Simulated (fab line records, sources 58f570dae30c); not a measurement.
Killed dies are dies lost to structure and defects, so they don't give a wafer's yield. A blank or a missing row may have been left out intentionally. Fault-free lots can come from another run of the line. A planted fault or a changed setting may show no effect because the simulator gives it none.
Which tool did it? / flow berkeley_cmos170 / 42 wafers from 14 lots sampled at 4 of the route's 331 steps

WHAT EACH GAUGE READ, for each wafer
UCB170_FIELD_THK_MEAS_91. Usual: for FIELD_OXIDE_LEFT_2_THK the level is 353 nm and the standard deviation is 13.
lot=L561; measured=day 5 15:59; on=film_metro-02; FIELD_OXIDE_LEFT_2_THK (nm)=362 364 358; flag=
lot=L562; measured=day 5 15:32; on=film_metro-02; FIELD_OXIDE_LEFT_2_THK (nm)=349 350 349; flag=
lot=L563; measured=day 6 01:04; on=film_metro-02; FIELD_OXIDE_LEFT_2_THK (nm)=336 337 337; flag=
lot=L564; measured=day 6 15:02; on=film_metro-02; FIELD_OXIDE_LEFT_2_THK (nm)=355 347 357; flag=
lot=L568; measured=day 7 07:56; on=film_metro-03; FIELD_OXIDE_LEFT_2_THK (nm)=347 341 352; flag=
lot=L571; measured=day 7 20:35; on=film_metro-04; FIELD_OXIDE_LEFT_2_THK (nm)=365 370 360; flag=
lot=L572; measured=day 7 20:24; on=film_metro-02; FIELD_OXIDE_LEFT_2_THK (nm)=358 361 364; flag=
lot=L574; measured=day 8 22:37; on=film_metro-03; FIELD_OXIDE_LEFT_2_THK (nm)=341 343 347; flag=
lot=L577; measured=day 8 22:52; on=film_metro-04; FIELD_OXIDE_LEFT_2_THK (nm)=367 354 365; flag=
lot=L578; measured=day 9 05:40; on=film_metro-04; FIELD_OXIDE_LEFT_2_THK (nm)=347 344 343; flag=
lot=L579; measured=day 9 05:58; on=film_metro-03; FIELD_OXIDE_LEFT_2_THK (nm)=341 337 342; flag=
lot=L580; measured=day 9 18:03; on=film_metro-03; FIELD_OXIDE_LEFT_2_THK (nm)=349 356 349; flag=
lot=L582; measured=day 9 23:11; on=film_metro-04; FIELD_OXIDE_LEFT_2_THK (nm)=328 338 335; flag=
lot=L583; measured=day 9 22:52; on=film_metro-03; FIELD_OXIDE_LEFT_2_THK (nm)=356 350 357; flag=

WHAT TOOL EACH LOT RAN ON (gives the tool, then ch and the chambers of the sampled wafers, and finally the start)
lot=L561; UCB170_ZERO_ETCH_06=rie_diel-02 ch 0,2, day 1 22:02; UCB170_NWELL_IMPLANT_14=implanter-02 ch 0, day 2 10:26; UCB170_NWELL_STRIP_15=plasma_asher-01 ch 0,1, day 2 10:35
lot=L562; UCB170_ZERO_ETCH_06=rie_diel-01 ch 1,2,3, day 1 22:18; UCB170_NWELL_IMPLANT_14=implanter-02 ch 0, day 2 10:39; UCB170_NWELL_STRIP_15=plasma_asher-01 ch 0,1, day 2 10:48
lot=L563; UCB170_ZERO_ETCH_06=rie_diel-04 ch 2,3, day 2 02:50; UCB170_NWELL_IMPLANT_14=implanter-04 ch 0, day 2 14:27; UCB170_NWELL_STRIP_15=plasma_asher-01 ch 0,1, day 2 14:36
lot=L564; UCB170_ZERO_ETCH_06=rie_diel-01 ch 0,1,2, day 2 09:58; UCB170_NWELL_IMPLANT_14=implanter-02 ch 0, day 2 21:01; UCB170_NWELL_STRIP_15=plasma_asher-02 ch 0,1, day 2 21:10
lot=L568; UCB170_ZERO_ETCH_06=rie_diel-02 ch 0,1, day 3 06:22; UCB170_NWELL_IMPLANT_14=implanter-04 ch 0, day 3 20:37; UCB170_NWELL_STRIP_15=plasma_asher-01 ch 0,1, day 3 20:44
lot=L571; UCB170_ZERO_ETCH_06=rie_diel-04 ch 0,2,3, day 3 20:28; UCB170_NWELL_IMPLANT_14=implanter-04 ch 0, day 4 10:03; UCB170_NWELL_STRIP_15=plasma_asher-02 ch 0,1, day 4 10:12
lot=L572; UCB170_ZERO_ETCH_06=rie_diel-02 ch 0,2,3, day 4 02:54; UCB170_NWELL_IMPLANT_14=implanter-02 ch 0, day 4 15:43; UCB170_NWELL_STRIP_15=plasma_asher-01 ch 0,1, day 4 15:52
lot=L574; UCB170_ZERO_ETCH_06=rie_diel-01 ch 0,1,2, day 4 14:50; UCB170_NWELL_IMPLANT_14=implanter-01 ch 0, day 5 06:25; UCB170_NWELL_STRIP_15=plasma_asher-03 ch 0,1, day 5 06:32
lot=L577; UCB170_ZERO_ETCH_06=rie_diel-04 ch 0,2, day 5 05:05; UCB170_NWELL_IMPLANT_14=implanter-01 ch 0, day 5 18:28; UCB170_NWELL_STRIP_15=plasma_asher-02 ch 1, day 5 18:36
lot=L578; UCB170_ZERO_ETCH_06=rie_diel-02 ch 0,2,3, day 5 11:33; UCB170_NWELL_IMPLANT_14=implanter-02 ch 0, day 6 01:25; UCB170_NWELL_STRIP_15=plasma_asher-03 ch 0,1, day 6 01:34
lot=L579; UCB170_ZERO_ETCH_06=rie_diel-04 ch 0,2, day 5 11:47; UCB170_NWELL_IMPLANT_14=implanter-01 ch 0, day 6 01:12; UCB170_NWELL_STRIP_15=plasma_asher-02 ch 0,1, day 6 01:20
lot=L580; UCB170_ZERO_ETCH_06=rie_diel-01 ch 0,1,2, day 5 20:13; UCB170_NWELL_IMPLANT_14=implanter-01 ch 0, day 6 13:12; UCB170_NWELL_STRIP_15=plasma_asher-03 ch 0,1, day 6 13:21
lot=L582; UCB170_ZERO_ETCH_06=rie_diel-01 ch 1,2,3, day 6 02:17; UCB170_NWELL_IMPLANT_14=implanter-02 ch 0, day 6 18:28; UCB170_NWELL_STRIP_15=plasma_asher-03 ch 0,1, day 6 18:35
lot=L583; UCB170_ZERO_ETCH_06=rie_diel-04 ch 1,2, day 6 09:30; UCB170_NWELL_IMPLANT_14=implanter-04 ch 0, day 6 21:10; UCB170_NWELL_STRIP_15=plasma_asher-03 ch 0,1, day 6 21:17
- UCB170_ZERO_ETCH_06: etches SiO2 in CHF3/CF4/Ar, time 12 s.
- UCB170_NWELL_IMPLANT_14
- UCB170_NWELL_STRIP_15: strips in O2.

WHAT THE TOOLS THEMSELVES READ (means of the sampled wafers that have a number; where no wafer has one, the mark that the record gives instead)
UCB170_ZERO_ETCH_06. Usual: drypump_motor_current_A 5.9 A, standard deviation 0.42; oes_product_au 0.612 a.u., standard deviation 0.0083; throttle_valve_pct 9.31 %, standard deviation 0.12.
lot=L561; tool=rie_diel-02; drypump_motor_current_A (A)=6.3; oes_product_au (a.u.)=0.602; throttle_valve_pct (%)=9.36; flag=
lot=L562; tool=rie_diel-01; drypump_motor_current_A (A)=5.4; oes_product_au (a.u.)=0.612; throttle_valve_pct (%)=9.28; flag=
lot=L563; tool=rie_diel-04; drypump_motor_current_A (A)=5.6; oes_product_au (a.u.)=0.622; throttle_valve_pct (%)=9.12; flag=
lot=L564; tool=rie_diel-01; drypump_motor_current_A (A)=5.7; oes_product_au (a.u.)=0.617; throttle_valve_pct (%)=9.31; flag=
lot=L568; tool=rie_diel-02; drypump_motor_current_A (A)=5.9; oes_product_au (a.u.)=0.607; throttle_valve_pct (%)=9.27; flag=
lot=L571; tool=rie_diel-04; drypump_motor_current_A (A)=5.8; oes_product_au (a.u.)=0.619; throttle_valve_pct (%)=9.21; flag=
lot=L572; tool=rie_diel-02; drypump_motor_current_A (A)=6.0; oes_product_au (a.u.)=0.609; throttle_valve_pct (%)=9.37; flag=
lot=L574; tool=rie_diel-01; drypump_motor_current_A (A)=5.7; oes_product_au (a.u.)=0.618; throttle_valve_pct (%)=9.31; flag=
lot=L577; tool=rie_diel-04; drypump_motor_current_A (A)=6.1; oes_product_au (a.u.)=0.611; throttle_valve_pct (%)=9.31; flag=
lot=L578; tool=rie_diel-02; drypump_motor_current_A (A)=6.0; oes_product_au (a.u.)=0.605; throttle_valve_pct (%)=9.39; flag=
lot=L579; tool=rie_diel-04; drypump_motor_current_A (A)=6.2; oes_product_au (a.u.)=0.615; throttle_valve_pct (%)=9.29; flag=
lot=L580; tool=rie_diel-01; drypump_motor_current_A (A)=5.7; oes_product_au (a.u.)=0.614; throttle_valve_pct (%)=9.31; flag=
lot=L582; tool=rie_diel-01; drypump_motor_current_A (A)=5.5; oes_product_au (a.u.)=0.615; throttle_valve_pct (%)=9.28; flag=
lot=L583; tool=rie_diel-04; drypump_motor_current_A (A)=6.3; oes_product_au (a.u.)=0.617; throttle_valve_pct (%)=9.28; flag=

UCB170_NWELL_IMPLANT_14. Usual: tilt_deg 6.998 degrees, standard deviation 0.02.
lot=L561; tool=implanter-02; tilt_deg (degrees)=7.006; flag=
lot=L562; tool=implanter-02; tilt_deg (degrees)=6.975; flag=
lot=L563; tool=implanter-04; tilt_deg (degrees)=6.983; flag=
lot=L564; tool=implanter-02; tilt_deg (degrees)=7.015; flag=
lot=L568; tool=implanter-04; tilt_deg (degrees)=10.395; flag=OFF
lot=L571; tool=implanter-04; tilt_deg (degrees)=10.379; flag=OFF
lot=L572; tool=implanter-02; tilt_deg (degrees)=6.973; flag=
lot=L574; tool=implanter-01; tilt_deg (degrees)=7.003; flag=
lot=L577; tool=implanter-01; tilt_deg (degrees)=6.991; flag=
lot=L578; tool=implanter-02; tilt_deg (degrees)=7.006; flag=
lot=L579; tool=implanter-01; tilt_deg (degrees)=7.014; flag=
lot=L580; tool=implanter-01; tilt_deg (degrees)=6.978; flag=
lot=L582; tool=implanter-02; tilt_deg (degrees)=7.018; flag=
lot=L583; tool=implanter-04; tilt_deg (degrees)=6.978; flag=

UCB170_NWELL_STRIP_15. Usual: drypump_motor_current_A 5.56 A, standard deviation 0.15; oes_product_au 0.721 a.u., standard deviation 0.0043; strip_time_to_endpoint_s 18.01 s, standard deviation 0.11.
lot=L561; tool=plasma_asher-01; drypump_motor_current_A (A)=5.43; oes_product_au (a.u.)=0.719; strip_time_to_endpoint_s (s)=18.13; flag=
lot=L562; tool=plasma_asher-01; drypump_motor_current_A (A)=5.45; oes_product_au (a.u.)=0.722; strip_time_to_endpoint_s (s)=17.98; flag=
lot=L563; tool=plasma_asher-01; drypump_motor_current_A (A)=5.47; oes_product_au (a.u.)=0.725; strip_time_to_endpoint_s (s)=17.85; flag=
lot=L564; tool=plasma_asher-02; drypump_motor_current_A (A)=5.77; oes_product_au (a.u.)=0.721; strip_time_to_endpoint_s (s)=18.14; flag=
lot=L568; tool=plasma_asher-01; drypump_motor_current_A (A)=5.43; oes_product_au (a.u.)=0.723; strip_time_to_endpoint_s (s)=17.94; flag=
lot=L571; tool=plasma_asher-02; drypump_motor_current_A (A)=5.76; oes_product_au (a.u.)=0.721; strip_time_to_endpoint_s (s)=17.90; flag=
lot=L572; tool=plasma_asher-01; drypump_motor_current_A (A)=5.46; oes_product_au (a.u.)=0.722; strip_time_to_endpoint_s (s)=18.02; flag=
lot=L574; tool=plasma_asher-03; drypump_motor_current_A (A)=5.65; oes_product_au (a.u.)=0.722; strip_time_to_endpoint_s (s)=18.07; flag=
lot=L577; tool=plasma_asher-02; drypump_motor_current_A (A)=5.54; oes_product_au (a.u.)=0.721; strip_time_to_endpoint_s (s)=18.08; flag=
lot=L578; tool=plasma_asher-03; drypump_motor_current_A (A)=5.55; oes_product_au (a.u.)=0.717; strip_time_to_endpoint_s (s)=18.06; flag=
lot=L579; tool=plasma_asher-02; drypump_motor_current_A (A)=5.65; oes_product_au (a.u.)=0.724; strip_time_to_endpoint_s (s)=17.99; flag=
lot=L580; tool=plasma_asher-03; drypump_motor_current_A (A)=5.56; oes_product_au (a.u.)=0.724; strip_time_to_endpoint_s (s)=18.11; flag=
lot=L582; tool=plasma_asher-03; drypump_motor_current_A (A)=5.61; oes_product_au (a.u.)=0.720; strip_time_to_endpoint_s (s)=17.99; flag=
lot=L583; tool=plasma_asher-03; drypump_motor_current_A (A)=5.61; oes_product_au (a.u.)=0.720; strip_time_to_endpoint_s (s)=18.08; flag=

THE ANSWER, worked out from the rows above alone
Rule: lot off if the mean of its wafers having a number is beyond 3 standard deviations from the usual mean. Also off: a lot with no number at a reading for which 4 or more lots have one. All remaining lots with rows at the step are treated as sound. The gauges are gone through in route order, then the tools' own readings, and for those a lot's mean is taken as printed above. The first step at which some lot is off is used, and at that step the reading that is off furthest; a lot without a number counts as furthest.
Off, at UCB170_NWELL_IMPLANT_14 on tilt_deg: L568, L571.
If a tool, at that step or one of the process steps before it, ran each lot that is off and ran no sound lot following the first of them, it fits. None of those tried fits.

WHAT THE SIMULATOR HAD PUT IN
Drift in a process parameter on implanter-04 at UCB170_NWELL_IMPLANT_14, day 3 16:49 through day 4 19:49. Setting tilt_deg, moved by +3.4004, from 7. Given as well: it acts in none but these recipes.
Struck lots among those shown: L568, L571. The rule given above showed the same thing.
